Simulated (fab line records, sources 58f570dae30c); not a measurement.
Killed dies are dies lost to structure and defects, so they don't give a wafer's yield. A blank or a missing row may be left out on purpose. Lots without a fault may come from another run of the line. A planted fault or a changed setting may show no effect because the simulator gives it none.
Which tool did it? | flow berkeley_cmos170 | 14 lots, 42 wafers sampled, at 1 step of a route of 331

WHAT THE GAUGES READ, wafer by wafer
UCB170_PWELL_THK_MEAS_03.
lot  | measured    | on            | PWELL_OXIDE_THK (nm)
L926 | day 2 22:48 | film_metro-01 | 26.4 26.5 26.1
L927 | day 3 05:46 | film_metro-02 | 26.6 26.2 26.5
L928 | day 3 16:34 | film_metro-01 | 26.7 26.4 26.5
L929 | day 3 16:34 | film_metro-02 | 26.4 26.2 26.3
L931 | day 3 22:44 | film_metro-02 | 26.2 25.4 25.9
L932 | day 4 10:53 | film_metro-04 | 26.0 26.1 25.7
L933 | day 4 10:53 | film_metro-01 | 26.2 26.5 26.0
L934 | day 4 17:36 | film_metro-02 | 26.1 25.6 26.3
L937 | day 5 07:36 | film_metro-02 | 26.8 26.5 26.3
L939 | day 5 17:54 | film_metro-04 | 25.6 25.8 25.7
L944 | day 6 23:55 | film_metro-02 | 25.3 25.0 25.4
L945 | day 7 06:24 | film_metro-04 | 25.2 25.8 25.6
L947 | day 8 00:58 | film_metro-02 | 26.5 26.4 26.1
L949 | day 8 12:34 | film_metro-01 | 26.5 26.2 27.0

WHICH TOOL RAN EACH LOT (tool, then ch and the chambers of the sampled wafers, then the start)
The record holds no process step before these readings.

WHAT THE TOOLS THEMSELVES READ (means of the sampled wafers that have a number; where no wafer has one, the mark that the record gives instead)
The record holds no such reading with a usual standard deviation.

THE ANSWER, worked out from the rows above alone
Rule: what is usual is taken from the lots themselves. Put in order of their means at a reading, lots are off if they are a third of the lots or fewer, leave a main group of 4 or more, and stand apart from it by a gap of 3 or more times the standard deviation of the main group's means; of several such gaps the widest counts. A main group whose means are all the same, to the digits that the tables above print for the reading, isn't used. A lot without any number at a reading at which 4 lots or more have one is off too. The other lots that the step has rows for count as sound. The gauges are gone through in route order, then the tools' own readings, and for those a lot's mean is taken as printed above. The first step at which some lot is off is used, and at that step the reading that is off furthest; a lot without a number counts as furthest.
No lot is off at any reading shown: from this, nothing can be told.

WHAT THE SIMULATOR HAD PUT IN
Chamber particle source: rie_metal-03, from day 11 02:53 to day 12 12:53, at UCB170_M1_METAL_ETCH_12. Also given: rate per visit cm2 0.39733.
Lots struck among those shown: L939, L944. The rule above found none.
